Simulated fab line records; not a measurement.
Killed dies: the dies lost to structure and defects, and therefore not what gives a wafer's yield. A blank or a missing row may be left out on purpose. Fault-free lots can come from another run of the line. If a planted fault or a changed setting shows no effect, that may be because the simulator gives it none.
A struck lot beside a sound one    flow rit_cmos    15 out of 202 route steps
Sound: these wafers, L629.1, L629.3, L629.4. Wafers struck: L634.1, L634.2, L634.6. The cause is given at the end.
Per side, at each step with rows, come the tool, then ch with its chambers, and then its first start. Under that, the readings that differ: sound wafers    struck wafers    difference of the means    sigmas: that difference in standard deviations of wafers without a fault.
alike: readings with means less than 2 such deviations apart, plus words and numbers identical on both sides. not compared: withheld readings, readings lacking a value on some wafer, bounds such as >300 that could conceal the same value, and numbers that have no deviation in the record and whose values overlap.
The two part at a step that has a row with sigmas, a row that says differs or no value, or rows on one side only. Numbers that have no deviation but don't overlap get no sigmas and don't part them. Lack of a reading on every wafer of one side parts them only where that side has two or more wafers.

RIT_NSD_TW_MEAS_10:
  sound on film_metro-01, day 4 22:59; struck on film_metro-02, day 6 03:23
  alike: NSD_TW
then, 6 steps without rows for these wafers: RIT_PSD_HMDS_00 (prime time 60 s); RIT_PSD_COAT_01 (resist thk 1000 nm); RIT_PSD_SOFTBAKE_02 (time 60 s); RIT_PSD_EXPOSE_03 (exposes mask M10, target cd 40900 nm); RIT_PSD_PEB_04; RIT_PSD_DEVELOP_05 (develop time 50 s).
RIT_PSD_OVL_MEAS_06:
  sound on overlay-01, day 5 00:01; struck on overlay-01, day 6 04:31
  alike: PSD_OVL
then, 2 steps without rows for these wafers: RIT_PSD_HARDBAKE_07 (time 60 s); RIT_PSD_IMPLANT_08.
RIT_PSD_STRIP_09: strips in O2, time 180 s.
  sound on plasma_asher-02 ch 0,1, day 5 00:21; struck on plasma_asher-01 ch 0,1, day 6 05:01
  alike: chamber_pressure_mTorr, drypump_motor_current_A
  not compared: rf_hours_counter_h
RIT_PSD_TW_MEAS_10:
  sound on film_metro-02, day 5 00:31; struck on film_metro-02, day 6 05:12
  alike: PSD_TW
RIT_SDANNEAL_CLEAN_00: cleans in SC1, time 600 s.
  sound on wet_bench-04 ch 0, day 5 00:35; struck on wet_bench-02 ch 0, day 6 05:16
reading     sound              struck             difference  sigmas
temp_c (C)  75.09 74.92 75.31  74.15 74.30 74.23  -0.88       -7
  alike: bath_heat_duty_pct
then, 1 step without rows for these wafers: RIT_SDANNEAL_CLEAN_01 (cleans in dHF, time 30 s).
RIT_M1_PROBE_99:
  sound on prober-01, day 5 09:28; struck on prober-02, day 6 12:55
  alike: killed_at_contacts, killed_at_front_end, killed_dies, killed_open, killed_short

== WHERE THEY PART ==
Within this record, at RIT_SDANNEAL_CLEAN_00 only. Later steps at which nothing parts them and some readings are alike: RIT_M1_PROBE_99.

WHY: the cause the simulator had injected
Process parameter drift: wet_bench-02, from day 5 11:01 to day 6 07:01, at RIT_SDANNEAL_CLEAN_00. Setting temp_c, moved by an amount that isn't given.
